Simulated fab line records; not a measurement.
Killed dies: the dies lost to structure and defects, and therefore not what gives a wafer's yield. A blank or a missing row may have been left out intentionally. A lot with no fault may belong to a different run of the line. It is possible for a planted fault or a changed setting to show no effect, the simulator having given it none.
Problem report, 8D (eight disciplines) form, completed by code / flow berkeleyCmos170 / the parts of the form that need people (team, actions taken, sign-off) are left out

== 1. THE ISSUE ==
Wafers free of any fault read 37.26 ohm/sq (standard deviation 0.08) for NSD_RS at UCB170_SDANNEAL_RS_MEAS_03, against a mean of 35.63 ohm/sq on 6 wafers of 2 lots. That is -20 standard deviations from the usual mean.
The step: measures by four-point-probe.
Seen first at day 9 19:59 on filmMetro-01, wafer L659.1. Wafers with a number at this step in the record: 42, from 14 lots. The rule behind "out" and "out of limits": a value lying over 4 standard deviations away from the usual mean. The rest of the wafers with a number are treated as sound.

== 2. WHAT THIS IS AND IS NOT ==
question=which readings at this step | is=NSD_RS | is not=-
question=which lots | is=L659, L661 | is not=L650, L651, L652, L654, L655, L657, L658, L666, L667, L668, L670, L673
question=which wafers of those lots | is=all that have a number | is not=-
question=read on which gauges | is=filmMetro-01, filmMetro-03 | is not=filmMetro-02
question=when | is=from day 9 19:59 | is not=up to then (21 sound wafers); but 15 sound wafers of L666, L667, L668, L670, L673 came after

== 3. SUSPECTS, AND WHAT RULES EACH OUT ==
Counting: a tool at any process step up to the reading remains a suspect when it ran all the lots that are out and ran no sound lot after the first of those.
- the gauge at UCB170_SDANNEAL_RS_MEAS_03 has been ruled out. 2 gauges (filmMetro-01, filmMetro-03) read the wafers that are out.
- implanter-02 at UCB170_NSD_IMPLANT_08: kept. It ran every lot that is out, first L659 (day 9 18:13), and no sound lot after that; its last sound lot up to then is L657 (day 9 11:40). Its own readings are out on those wafers: doseIonsCm2, faradayCurrentUA.
The count leaves implanter-02 at UCB170_NSD_IMPLANT_08.

== 4. THE CAUSE (what the simulator had put in) ==
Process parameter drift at UCB170_NSD_IMPLANT_08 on implanter-02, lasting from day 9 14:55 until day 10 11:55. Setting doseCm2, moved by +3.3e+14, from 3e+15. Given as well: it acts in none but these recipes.
Only this tool survived the counting.

== 5. SEQUENCE OF EFFECTS, ordered by route ==
Rows list readings where the struck wafers' mean (over those with a number) sits beyond 3 standard deviations from the usual. Readings are gone through only where the record gives a usual standard deviation; hours: the median, over the lots, of the time from a lot's start at the first step in this table giving one to that lot's start at this step; sigmas: the change measured in usual standard deviations.
hours=0; step=UCB170_NSD_IMPLANT_08; reading=doseIonsCm2; usual=3e+15; on struck wafers=3e+15; change=+3e+14; sigmas=+93
hours=0; step=UCB170_NSD_IMPLANT_08; reading=faradayCurrentUA; usual=9221; on struck wafers=10217; change=+996; sigmas=+5.5
hours=0; step=UCB170_NSD_STRIP_09; reading=stripTimeToEndpointS; usual=35.80 s; on struck wafers=36.82; change=+1.02; sigmas=+14
hours=2; step=UCB170_SDANNEAL_RS_MEAS_03; reading=NSD_RS; usual=37.26 ohm/sq; on struck wafers=35.63; change=-1.62; sigmas=-20
Its process steps:
- UCB170_NSD_IMPLANT_08
- UCB170_NSD_STRIP_09: strips in O2.
At these later measuring or inspecting steps, every struck wafer for which the step has a row has a number for every such reading, and none has moved that far: UCB170_V1_THK_MEAS_01.

== 6. WHAT WOULD HAVE CAUGHT IT SOONER ==
In this record the first reading out of limits at a measuring or inspecting step was taken at day 9 19:59, 5 hours after the fault began at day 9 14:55.
The tool's own readings at UCB170_NSD_IMPLANT_08 were out on every struck wafer that the step has a row for (doseIonsCm2, faradayCurrentUA): an alarm limit on them would have fired on the first of those.
Of the lots that are out (2), L661 began UCB170_NSD_IMPLANT_08 on implanter-02 after day 9 19:59. Holding the tool at that time would have saved it.
